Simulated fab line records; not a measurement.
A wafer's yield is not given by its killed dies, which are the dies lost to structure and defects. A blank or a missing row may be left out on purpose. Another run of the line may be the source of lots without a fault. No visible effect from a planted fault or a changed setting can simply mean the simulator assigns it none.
8D (eight disciplines) problem report, filled in by code    flow berkeley cmos170    the parts of the form that need people (team, actions taken, sign-off) are left out

1. THE PROBLEM
exposure dose mJ cm2 at UCB170_PLDD_EXPOSE_03 reads a mean of 29.783 on 8 wafers of 3 lots; wafers without a fault read 29.984 with a standard deviation of 0.028. Measured from the usual mean, that is -7.2 standard deviations.
The step: exposes mask PSELECT, target cd 1200 nm.
First observed at day 9 02:11: wafer L800.2, on krf scanner-02. The record holds 41 wafers of 14 lots with a number at this step. By rule, "out" or "out of limits" means more than 4 standard deviations away from the usual mean. The other wafers with a number count as sound.

2. WHAT IT IS; WHAT IT IS NOT
question                     is                      is not
which readings at this step  exposure dose mJ cm2    -
which lots                   L800, L801, L802        L789, L790, L791, L792, L793, L794, L795, L796, L809, L810, L812
which wafers of those lots   all that have a number  -
read on which tools          krf scanner-02          krf scanner-01
when                         from day 9 02:11        up to then (24 sound wafers); but 9 sound wafers of L809, L810, L812 came after

3. THE SUSPECTS, EACH WITH WHAT RULES IT OUT
Counting: a tool at a process step up to the reading stays a suspect if it ran every lot that is out and no sound lot after the first of them.
- krf scanner-02 at UCB170_PLDD_EXPOSE_03 (exposes mask PSELECT, target cd 1200 nm): kept. All lots that are out passed through it, beginning with L800 at day 9 02:11, and no sound lot followed; its final sound lot before that point was L794 at day 7 12:02. Its own exposure dose mJ cm2 readings are out on those wafers.
The count leaves krf scanner-02 at UCB170_PLDD_EXPOSE_03.

4. THE CAUSE (what the simulator had put in)
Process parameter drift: krf scanner-02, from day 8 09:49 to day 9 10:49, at UCB170_PLDD_EXPOSE_03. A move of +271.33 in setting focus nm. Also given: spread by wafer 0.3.
The count eliminated every tool but this one.

5. THE EFFECT CHAIN, in route order
Each row: a reading whose mean over the struck wafers that have a number lies more than 3 standard deviations from the usual. Only readings for which the record gives a usual standard deviation are gone through. hours: the time from each lot's start at the first step in this table that gives one to its start at this step, as a median over the lots. sigmas: the change in usual standard deviations.
hours  step                   reading               usual   on struck wafers  change  sigmas
0      UCB170_PLDD_EXPOSE_03  exposure dose mJ cm2  29.984  29.783            -0.201  -7.2
It contains these process steps:
- UCB170_PLDD_EXPOSE_03: exposes mask PSELECT, target cd 1200 nm.

6. HOW IT WOULD HAVE BEEN CAUGHT EARLIER
First out-of-limits reading in this record: day 9 02:11, which is 16 hours after fault onset at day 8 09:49.
